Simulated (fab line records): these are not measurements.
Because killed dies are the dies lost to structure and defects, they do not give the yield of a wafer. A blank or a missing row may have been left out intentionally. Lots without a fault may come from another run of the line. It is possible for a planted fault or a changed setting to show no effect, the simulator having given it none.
fab line records	flow rit-cmos
[record] lots = 13	wafers = 39	last-day = 7
route steps=202 shown ACTIVE@17 M1@202
lots with no fault: from the same line, run without faults
start-h: hours from the record's opening day to when the first of the lot's shown wafers began	wait-h: hours elapsed since this lot's preceding step	" repeats the value in the row above	L1.1+2: several wafers, shown together as one row	- no value, or no start was given	* or withheld: withheld	< > ~ a bound
route shown NAME@n: names a module that has steps shown in the file, with the first one's number in the route	usual: mean/standard deviation of fault-free wafers	same: alike in all rows	chamber/n: place in a boat	sites: readings site by site	_std_site: standard deviation across them	_edge_site: mean of outer sites minus mean of inner sites	radius-mm: for every site, how far away it sits from the centre of the wafer	mask NAME#n: copy n	behind: the tool/chamber that last shaped the wafer	hold: the reason the lot was held/the length of the hold in hours/how it ended	device: the transistor (n, p or np) that didn't switch	end of line: tests of these same wafers at the route's end	a step given without rows: its recipe and nothing more	killed: count of dies lost to structure and defects at first sort (not the wafer's yield)	map: a wafer's dies, marking killed ones x, the rest . and places with no die _
set.NAME: the setting that was run; set.NAME@STEP: the one run at that earlier step	model.NAME: the simulator's own value behind a step, which no gauge read
the route's steps for a sample of lots (tables are steps, rows are wafers)
services: the hour from which a tool's chamber was out of use, counted from the record's first day as start-h (under 0 if before that day), plus the number of hours and why
[[steps]]
[step RIT_ACTIVE_CLEAN_15]
[recipe] chemistry = SC1	mix = 3:3:50	time-s = 600	temp-c = 75
[usual] bath-heat-duty-pct = 15.3/1.7
lot.wafer	tool	chamber	start-h	wait-h	bath-heat-duty-pct
L461.3	wet-bench-03	2	16.35	0.1	14.5
L461.5	"	2	"	"	14.0
L461.6	"	2	"	"	14.0
L462.1	wet-bench-03	0	23.38	0.1	16.1
L462.2	"	0	"	"	16.0
L462.5	"	0	"	"	16.7
L463.1	wet-bench-02	0	28.68	0.1	12.9
L463.4	"	0	"	"	13.1
L463.5	"	0	"	"	15.0
L464.2	wet-bench-03	1	32.22	0.1	15.5
L464.3	"	1	"	"	14.1
L464.5	"	1	"	"	16.0
L465.1	wet-bench-02	1	37.99	0.1	19.4
L465.4	"	1	"	"	17.2
L465.6	"	1	"	"	17.0
L466.1	wet-bench-02	0	41.67	0.1	13.2
L466.3	"	0	"	"	13.7
L466.5	"	0	"	"	12.9
L469.1	wet-bench-02	3	58.94	0.1	13.4
L469.2	"	3	"	"	13.8
L469.4	"	3	"	"	12.8
L470.2	wet-bench-02	1	63.48	0.1	16.9
L470.4	"	1	"	"	16.6
L470.6	"	1	"	"	17.9
L471.3	wet-bench-01	0	65.41	0.1	15.3
L471.4	"	0	"	"	14.5
L471.5	"	0	"	"	14.6
L473.1	wet-bench-02	2	76.69	0.1	16.5
L473.3	"	2	"	"	16.0
L473.4	"	2	"	"	15.6
L474.2	wet-bench-02	2	81.13	0.1	16.6
L474.4	"	2	"	"	15.8
L474.5	"	2	"	"	15.8
L475.3	wet-bench-01	2	86.15	0.1	19.3
L475.5	"	2	"	"	17.3
L475.6	"	2	"	"	17.7
L483.3	wet-bench-02	2	125.87	0.1	15.3
L483.4	"	2	"	"	15.5
L483.5	"	2	"	"	15.2
[step RIT_M1_PROBE_99]
[usual] killed_at_M0_to_M3 = 0.0/0.14	killed-at-contacts = 0.1/0.27	killed-at-front-end = 6.5/2.8	killed-dies = 6.6/2.8	killed-on-rim = 1.7/1.3	killed-open = 3.5/2	killed-short = 3.2/1.8
[same] gross-dies = 264	killed_at_M4_up = 0	killed-at-back-side = 0	killed-at-other = 0
lot.wafer	tool	chamber	start-h	wait-h	hold	killed_at_M0_to_M3	killed-at-contacts	killed-at-front-end	killed-dies	killed-on-rim	killed-open	killed-short
L461.3	prober-01	-	69.61	0.2	-	0	0	10	10	2	4	6
L461.5	prober-01	-	69.71	0.2	-	0	0	5	5	3	1	4
L461.6	prober-01	-	69.76	0.2	-	0	1	3	4	2	3	1
L462.1	prober-02	-	76.02	0.1	-	0	0	11	11	4	9	2
L462.2	prober-02	-	76.07	0.1	-	0	0	15	15	4	8	7
L462.5	prober-02	-	76.22	0.2	-	0	0	9	9	2	3	6
L463.1	prober-01	-	81.65	0.1	-	0	0	4	4	2	2	2
L463.4	prober-01	-	81.80	0.2	-	0	0	13	13	3	9	4
L463.5	prober-01	-	81.85	0.2	-	0	0	7	7	4	4	3
L464.2	prober-02	-	84.76	0.1	-	0	0	8	8	2	5	3
L464.3	prober-02	-	84.81	0.2	-	0	0	8	8	3	4	4
L464.5	prober-02	-	84.91	0.2	-	0	0	6	6	2	4	2
L465.1	prober-02	-	86.21	0.1	-	0	0	6	6	2	4	2
L465.4	prober-02	-	86.36	0.2	-	0	0	6	6	2	2	4
L465.6	prober-02	-	86.46	0.2	-	0	1	2	3	0	1	2
L466.1	prober-01	-	92.70	0.1	-	0	1	3	4	2	3	1
L466.3	prober-01	-	92.80	0.2	-	0	0	8	8	3	4	4
L466.5	prober-01	-	92.90	0.2	-	0	0	8	8	3	6	2
L469.1	prober-02	-	107.89	0.1	-	0	0	5	5	2	1	4
L469.2	prober-02	-	107.94	0.1	-	0	0	7	7	1	2	4
L469.4	prober-02	-	108.04	0.2	-	0	0	6	6	0	4	2
L470.2	prober-01	-	113.51	0.1	-	0	0	6	6	2	4	2
L470.4	prober-01	-	113.61	0.2	-	1	0	6	7	3	3	4
L470.6	prober-01	-	113.71	0.2	-	0	0	5	5	0	3	2
L471.3	prober-02	-	115.06	0.2	-	0	1	10	11	5	7	4
L471.4	prober-02	-	115.11	0.2	-	0	0	5	5	2	2	3
L471.5	prober-02	-	115.16	0.2	-	0	0	7	7	2	3	4
L473.1	prober-02	-	123.27	0.1	-	0	0	7	7	1	3	4
L473.3	prober-02	-	123.37	0.2	-	0	0	3	3	1	1	2
L473.4	prober-02	-	123.42	0.2	-	0	0	8	8	0	2	6
L474.2	prober-01	-	128.43	0.1	-	0	1	3	4	1	4	0
L474.4	prober-01	-	128.53	0.2	-	0	0	6	6	2	2	4
L474.5	prober-01	-	128.58	0.2	-	0	0	7	7	3	2	5
L475.3	prober-02	-	136.11	0.2	-	0	0	6	6	1	4	2
L475.5	prober-02	-	136.21	0.2	-	0	0	5	5	2	2	3
L475.6	prober-02	-	136.26	0.2	-	0	0	8	8	1	4	4
L483.3	prober-01	-	174.83	0.2	await-dispo/1.9h/release	0	0	28	28	11	2	2
L483.4	prober-01	-	174.88	0.2	await-dispo/1.9h/release	0	0	33	33	14	5	3
L483.5	prober-01	-	174.93	0.2	await-dispo/1.9h/release	0	0	33	33	12	3	6
// killed by level:class
L461.3 FOX1:geometric-particle:short=2 GATE:geometric-particle:open=2 FOX1:geometric-particle:open=1 GATE:geometric-particle:short=1 REOX:geometric-particle:short=1 SPACER:geometric-particle:open=1 SPACER:geometric-particle:short=1 SILICIDE:geometric-particle:short=1
L461.5 FOX1:geometric-particle:short=2 SPACER:geometric-particle:short=2 GATE:geometric-particle:open=1
L461.6 FOX1:geometric-particle:open=1 GATE:geometric-particle:open=1 SPACER:geometric-particle:open=1 CONTACT:geometric-particle:short=1
L462.1 SILICIDE:geometric-particle:open=5 GATE:geometric-particle:open=3 FOX1:geometric-particle:short=1 FOX1:geometric-particle:open=1 SILICIDE:geometric-particle:short=1
L462.2 FOX1:geometric-particle:short=6 SPACER:geometric-particle:open=3 FOX1:geometric-particle:open=2 REOX:geometric-particle:open=2 FOX2:geometric-particle:open=1 SPACER:geometric-particle:short=1
L462.5 REOX:geometric-particle:short=2 SILICIDE:geometric-particle:short=2 FOX1:geometric-particle:short=1 GATE:geometric-particle:open=1 GATE:geometric-particle:short=1 SPACER:geometric-particle:open=1 SILICIDE:geometric-particle:open=1
L463.1 GATE:geometric-particle:open=1 REOX:geometric-particle:short=1 SPACER:geometric-particle:short=1 SILICIDE:geometric-particle:open=1
L463.4 GATE:geometric-particle:open=7 GATE:geometric-particle:short=2 FOX1:geometric-particle:short=1 FOX1:geometric-particle:open=1 FOX2:geometric-particle:short=1 SPACER:geometric-particle:open=1
L463.5 GATE:geometric-particle:open=2 FOX2:geometric-particle:open=1 GATE:geometric-particle:short=1 SPACER:geometric-particle:open=1 SPACER:geometric-particle:short=1 SILICIDE:geometric-particle:short=1
L464.2 REOX:geometric-particle:short=3 SPACER:geometric-particle:open=2 FOX1:geometric-particle:open=1 FOX2:geometric-particle:open=1 REOX:geometric-particle:open=1
L464.3 GATE:geometric-particle:open=2 FOX1:geometric-particle:open=1 GATE:geometric-particle:short=1 REOX:geometric-particle:short=1 REOX:geometric-particle:open=1 SPACER:geometric-particle:short=1 SILICIDE:geometric-particle:short=1
L464.5 SILICIDE:geometric-particle:open=2 FOX2:geometric-particle:short=1 GATE:geometric-particle:open=1 GATE:geometric-particle:short=1 REOX:geometric-particle:open=1
L465.1 SILICIDE:geometric-particle:open=2 FOX1:geometric-particle:short=1 GATE:geometric-particle:open=1 REOX:geometric-particle:open=1 SILICIDE:geometric-particle:short=1
L465.4 FOX2:geometric-particle:open=2 FOX1:geometric-particle:short=1 FOX2:geometric-particle:short=1 GATE:geometric-particle:short=1 SILICIDE:geometric-particle:short=1
L465.6 FOX1:geometric-particle:short=1 SPACER:geometric-particle:open=1 CONTACT:geometric-particle:short=1
L466.1 FOX1:geometric-particle:short=1 FOX1:geometric-particle:open=1 SPACER:geometric-particle:open=1 CONTACT:geometric-particle:open=1
L466.3 FOX1:geometric-particle:short=2 FOX1:geometric-particle:open=2 FOX2:geometric-particle:short=1 GATE:geometric-particle:open=1 REOX:geometric-particle:open=1 SPACER:geometric-particle:short=1
L466.5 FOX2:geometric-particle:open=3 GATE:geometric-particle:open=2 REOX:geometric-particle:short=1 REOX:geometric-particle:open=1 SPACER:geometric-particle:short=1
L469.1 FOX1:geometric-particle:short=1 FOX1:geometric-particle:open=1 REOX:geometric-particle:short=1 SPACER:geometric-particle:short=1 SILICIDE:geometric-particle:short=1
L469.2 SPACER:geometric-particle:short=2 FOX1:geometric-particle:open=1 GATE:geometric-particle:short=1 SILICIDE:geometric-particle:open=1 SILICIDE:geometric-particle:short=1 PWELL:coat-microbubble-printed=1
L469.4 GATE:geometric-particle:open=2 SILICIDE:geometric-particle:short=2 FOX1:geometric-particle:open=1 SPACER:geometric-particle:open=1
L470.2 GATE:geometric-particle:short=2 FOX2:geometric-particle:open=1 GATE:geometric-particle:open=1 SPACER:geometric-particle:open=1 SILICIDE:geometric-particle:open=1
L470.4 FOX1:geometric-particle:short=2 GATE:geometric-particle:open=2 GATE:geometric-particle:short=1 REOX:geometric-particle:open=1 M1:geometric-particle:short=1
L470.6 GATE:geometric-particle:open=3 FOX1:geometric-particle:short=1 GATE:geometric-particle:short=1
L471.3 FOX1:geometric-particle:open=2 FOX2:geometric-particle:short=2 GATE:geometric-particle:open=2 REOX:geometric-particle:short=2 REOX:geometric-particle:open=1 SPACER:geometric-particle:open=1 CONTACT:geometric-particle:open=1
L471.4 GATE:geometric-particle:short=3 FOX1:geometric-particle:open=1 REOX:geometric-particle:open=1
L471.5 GATE:geometric-particle:short=2 FOX1:geometric-particle:short=1 FOX2:geometric-particle:open=1 GATE:geometric-particle:open=1 REOX:geometric-particle:open=1 SILICIDE:geometric-particle:short=1
L473.1 REOX:geometric-particle:short=2 SPACER:geometric-particle:short=2 SILICIDE:geometric-particle:open=2 GATE:geometric-particle:open=1
L473.3 REOX:geometric-particle:open=1 SPACER:geometric-particle:short=1 SILICIDE:geometric-particle:short=1
L473.4 SILICIDE:geometric-particle:short=3 REOX:geometric-particle:short=2 GATE:geometric-particle:open=1 SPACER:geometric-particle:short=1 SILICIDE:geometric-particle:open=1
L474.2 FOX1:geometric-particle:open=1 GATE:geometric-particle:open=1 SPACER:geometric-particle:open=1 CONTACT:geometric-particle:open=1
L474.4 GATE:geometric-particle:short=3 FOX1:geometric-particle:open=1 GATE:geometric-particle:open=1 SPACER:geometric-particle:short=1
L474.5 GATE:geometric-particle:short=3 FOX1:geometric-particle:short=2 GATE:geometric-particle:open=2
L475.3 GATE:geometric-particle:open=3 FOX1:geometric-particle:short=1 FOX2:geometric-particle:open=1 GATE:geometric-particle:short=1
L475.5 REOX:geometric-particle:open=1 REOX:geometric-particle:short=1 SPACER:geometric-particle:short=1 SILICIDE:geometric-particle:open=1 SILICIDE:geometric-particle:short=1
L475.6 REOX:geometric-particle:short=2 FOX1:geometric-particle:open=1 FOX2:geometric-particle:open=1 GATE:geometric-particle:open=1 SPACER:geometric-particle:short=1 SILICIDE:geometric-particle:short=1 SILICIDE:geometric-particle:open=1
L483.3 ACTIVE:unspecified=24 GATE:geometric-particle:open=2 FOX2:geometric-particle:short=1 REOX:geometric-particle:short=1
L483.4 ACTIVE:unspecified=25 FOX2:geometric-particle:open=2 GATE:geometric-particle:open=2 FOX1:geometric-particle:short=1 FOX2:geometric-particle:short=1 GATE:geometric-particle:short=1 SILICIDE:geometric-particle:open=1
L483.5 ACTIVE:unspecified=24 GATE:geometric-particle:short=4 GATE:geometric-particle:open=2 FOX1:geometric-particle:short=1 FOX1:geometric-particle:open=1 FOX2:geometric-particle:short=1
[[services]]
tool	chamber	start-h	hours	kind
wet-bench-01	-	103.50	16.0	repair
[[key]]
[first-sign] step = RIT_M1_PROBE_99	reading = killed-dies	direction = up	sigmas = 8.9	usual = 6.6	struck = 31.3
[effect] step = RIT_M1_PROBE_99	reading = killed-at-front-end	direction = up	sigmas = 8.8	usual = 6.5	struck = 31.3
met-at RIT_ACTIVE_CLEAN_15
struck-lots L483
struck-wafers L483.3,L483.4,L483.5
tester-left-out L483
onset-between 81.13 125.87
also-fits time
[fault] kind = chamber-particle-source	tool = wet-bench-02	chamber = 2	onset-h = 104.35	steps = RIT_ACTIVE_CLEAN_15	rate-per-visit-cm2 = 1.4318	end-h = 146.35
// tester-left-out: of these lots the tester's yield and bins aren't shown, on N5 and GAA mostly nor the transistor test; their killed dies are dies lost to structure and defects alone, not to doping, threshold or leakage, so they don't give the yield
